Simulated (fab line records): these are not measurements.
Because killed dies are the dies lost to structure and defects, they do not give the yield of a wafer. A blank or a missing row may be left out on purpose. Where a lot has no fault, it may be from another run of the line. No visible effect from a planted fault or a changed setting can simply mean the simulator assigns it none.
A struck lot beside a sound one    flow rit-cmos    10 steps out of a route of 202
Sound: wafers L407.1, L407.2, L407.5. Wafers struck: L414.1, L414.2, L414.5. At the end, the cause is stated.
For every step that has rows: the tool of each side, followed by ch and its chambers, followed by its first start. Under that, the readings that differ: sound wafers    struck wafers    difference of the means    sigmas: that difference in standard deviations of wafers without a fault.
alike: same words and numbers on both sides, and readings whose means sit less than 2 such deviations apart. not compared: any withheld reading, any reading some wafer has no value for, any bound like >300 that may hide the same value, and any number with overlapping values for which the record gives no deviation.
A row with sigmas, a row that says differs or no value, or rows on one side alone: a step with any of these is where the two part. Numbers that have no deviation but don't overlap get no sigmas and don't part them. A reading missing from all wafers of one side parts the sides only when that side holds two or more wafers.

RIT_ACTIVE_BOW_MEAS_00:
  sound on film-metro-04, day 2 16:00; struck on film-metro-02, day 4 03:00
  alike: INCOMING_BOW
then, 1 step without rows for these wafers: RIT_ACTIVE_OXIDATION_01 (target thk 46.8 nm, ox time 3360 s).
RIT_ACTIVE_THK_MEAS_02:
  sound on film-metro-04, day 2 18:03; struck on film-metro-02, day 4 05:03
  alike: ACTIVE_OXIDE_THK
then, 1 step without rows for these wafers: RIT_ACTIVE_CVD_03 (deposits Si3N4 from SiH2Cl2/NH3, target thk 150 nm, time 1500 s).
RIT_ACTIVE_THK_MEAS_04:
  sound on film-metro-02, day 3 03:02; struck on film-metro-04, day 4 06:32
  alike: ACTIVE_NITRIDE_THK
then, 2 steps without rows for these wafers: RIT_ACTIVE_HMDS_05 (prime time 60 s); RIT_ACTIVE_COAT_06 (resist thk 1000 nm).
RIT_ACTIVE_SOFTBAKE_07: time 60 s.
  sound on litho-track-04 ch 0, day 3 03:23; struck on litho-track-04 ch 0, day 4 06:53
reading                   sound              struck             difference  sigmas
heater-power-total-W (W)  34.53 34.51 34.50  36.28 36.24 36.22  +1.73       +34
run-length-s (s)          89.68 89.43 89.54  80.20 80.15 80.22  -9.36       -45
  alike: exhaust-pa, resist-line-temp-C
then, 1 step without rows for these wafers: RIT_ACTIVE_EXPOSE_08 (exposes mask M1, target cd 1400 nm).
RIT_M1_PROBE_99:
  the record has rows for the sound wafers here (prober-01, day 4 23:32) and none for the struck ones

## WHERE THEY PART
At RIT_ACTIVE_SOFTBAKE_07 first; at RIT_M1_PROBE_99 last (within this record only).

WHY: the cause the simulator had injected
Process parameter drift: litho-track-04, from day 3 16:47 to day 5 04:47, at RIT_ACTIVE_SOFTBAKE_07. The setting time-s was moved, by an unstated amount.
